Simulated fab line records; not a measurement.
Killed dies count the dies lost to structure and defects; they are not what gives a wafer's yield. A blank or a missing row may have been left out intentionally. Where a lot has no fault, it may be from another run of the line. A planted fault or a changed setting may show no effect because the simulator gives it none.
Struck lot and sound lot, side by side	flow berkeleyCmos170	29 out of 331 route steps
Sound: wafers L816.1, L816.5, L816.6. Wafers struck: L824.2, L824.5, L824.6. The cause is named last.
Each step with rows lists, per side, the tool, then ch with its chambers, then its first start. Under that, the readings that differ: sound wafers	struck wafers	difference of the means	sigmas: that difference in standard deviations of wafers without a fault.
alike: words and numbers the same on both sides, and readings whose means are apart by under 2 such deviations; not compared: readings that were withheld, readings missing a value for some wafer, numbers with overlapping values and no deviation given by the record, and bounds like >300 which may hide the same value.
A row with sigmas, a row that says differs or no value, or rows on one side alone: a step with any of these is where the two part. Non-overlapping numbers with no deviation appear without sigmas and do not part them. Lack of a reading on every wafer of one side parts them only where that side has two or more wafers.

first, 6 steps without rows for these wafers: UCB170_PVT_HMDS_00 (prime time 60 s); UCB170_PVT_COAT_01 (resist thk 900 nm); UCB170_PVT_SOFTBAKE_02 (time 59.17 s); UCB170_PVT_EXPOSE_03 (exposes mask NWELL, target cd 3000 nm); UCB170_PVT_PEB_04; UCB170_PVT_DEVELOP_05 (develop time 45 s).
UCB170_PVT_OVL_MEAS_06:
  sound: overlay-01 at day 7 22:13; struck: overlay-02 at day 9 05:58
  alike: PVT_OVL
after that, 1 step had no rows for these wafers: UCB170_PVT_IMPLANT_07.
UCB170_PVT_STRIP_08: strips in O2.
  sound on plasmaAsher-04 ch 0,1, day 7 22:23; struck on plasmaAsher-03 ch 0,1, day 9 06:08
  alike: drypumpMotorCurrentA, oesProductAu, stripTimeToEndpointS
  not compared: rfHoursCounterH
UCB170_PVT_TW_MEAS_09:
  sound: filmMetro-03 at day 7 22:29; struck: filmMetro-01 at day 9 06:15
  alike: PVT_TW
then, 1 step without rows for these wafers: UCB170_GATE_WET_ETCH_00 (etches SiO2 in dHF, time 200 s).
UCB170_FIELD_THK_MEAS_91:
  sound: filmMetro-03 at day 7 22:37; struck: filmMetro-03 at day 9 06:23
  alike: FIELD_OXIDE_LEFT_2_THK
UCB170_GATE_OXIDATION_01: target thk 6.6 nm, ox time 1800 s.
  sound on furnace-02 ch 0, day 8 01:58; struck on furnace-01 ch 0, day 9 13:51
reading	sound	struck	difference	sigmas
spikeTcLoadC (C)	878.8 878.6 879.1	872.8 871.8 873.6	-6.1	-5
tubeCenterTempC (C)	850.07 850.11 850.09	844.87 845.04 844.99	-5.12	-65
tube_center_temp_C_max	851.9 852.0 852.4	848.0 847.2 847.1	-4.7	-14
model.SiO2_of_GATE_OXIDATION_01.thkNm (nm)	6.453 6.538 6.488	6.236 6.284 6.263	-0.232	
  alike: spikeTcCentreC
UCB170_GATE_THK_MEAS_02:
  sound: filmMetro-01 at day 8 03:28; struck: filmMetro-01 at day 9 15:22
reading	sound	struck	difference	sigmas
GATE_OXIDE_THK (nm)	6.41 6.54 6.51	6.26 6.26 6.27	-0.22	-2
then, 2 steps without rows for these wafers: UCB170_GATE_ANNEAL_03 (time 1800 s); UCB170_GATE_CVD_04 (deposits poly-Si from SiH4, time 1440 s, target thk 214 nm).
UCB170_GATE_THK_MEAS_05:
  sound: filmMetro-03 at day 8 10:13; struck: filmMetro-02 at day 9 23:01
  alike: GATE_POLY_THK
then, 6 steps without rows for these wafers: UCB170_GATE_COAT_06; UCB170_GATE_COAT_07 (resist thk 900 nm); UCB170_GATE_SOFTBAKE_08 (time 60 s); UCB170_GATE_EXPOSE_09 (exposes mask POLY, target cd 350 nm); UCB170_GATE_PEB_10; UCB170_GATE_DEVELOP_11 (develop time 45 s).
UCB170_GATE_CD_MEAS_12: target cd 350 nm.
  sound: cdSem-02 at day 8 11:14; struck: cdSem-01 at day 9 23:58
reading	sound	struck	difference	sigmas
cdNm (nm)	351.7 352.3 353.2	349.7 348.4 349.0	-3.4	-2
UCB170_GATE_OVL_MEAS_13:
  sound: overlay-01 at day 8 11:22; struck: overlay-02 at day 10 00:04
  alike: GATE_OVL
UCB170_GATE_ETCH_14: etches BARC in N2/H2.
  sound on rieDiel-02 ch 2,3, day 8 11:23; struck on rieDiel-04 ch 0,1,3, day 10 00:06
  alike: drypumpMotorCurrentA, oesProductAu, throttleValvePct
UCB170_GATE_ETCH_15: etches poly-Si in HBr/Cl2, stops on SiO2, time 56.3 s, target depth 278.2 nm.
  sound on rieSi-01 ch 1,2, day 8 11:26; struck on rieSi-02 ch 0,1,2, day 10 00:08
reading	sound	struck	difference	sigmas
drypumpMotorCurrentA (A)	4.9 4.9 5.8	5.5 6.4 5.9	+0.7	+2
model.SiO2_of_GATE_OXIDATION_01.thkNm (nm)	6.453 6.538 6.449	6.201 6.284 6.244	-0.237	
  alike: HBr_flow_sccm, oesProductAu, throttleValvePct
  not compared: rfHoursCounterH
UCB170_GATE_STRIP_16: strips in O2.
  sound on plasmaAsher-01 ch 0,1, day 8 11:29; struck on plasmaAsher-02 ch 0,1, day 10 00:11
  alike: drypumpMotorCurrentA, oesProductAu
  not compared: rfHoursCounterH
UCB170_M3_PROBE_99:
  the record has rows for the sound wafers here (prober-01, day 10 02:07) and none for the struck ones

## WHERE THEY PART
First at UCB170_GATE_OXIDATION_01; last, within this record, at UCB170_M3_PROBE_99.

WHY: what the simulator had put in
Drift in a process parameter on furnace-01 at UCB170_GATE_OXIDATION_01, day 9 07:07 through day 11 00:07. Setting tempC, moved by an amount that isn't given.
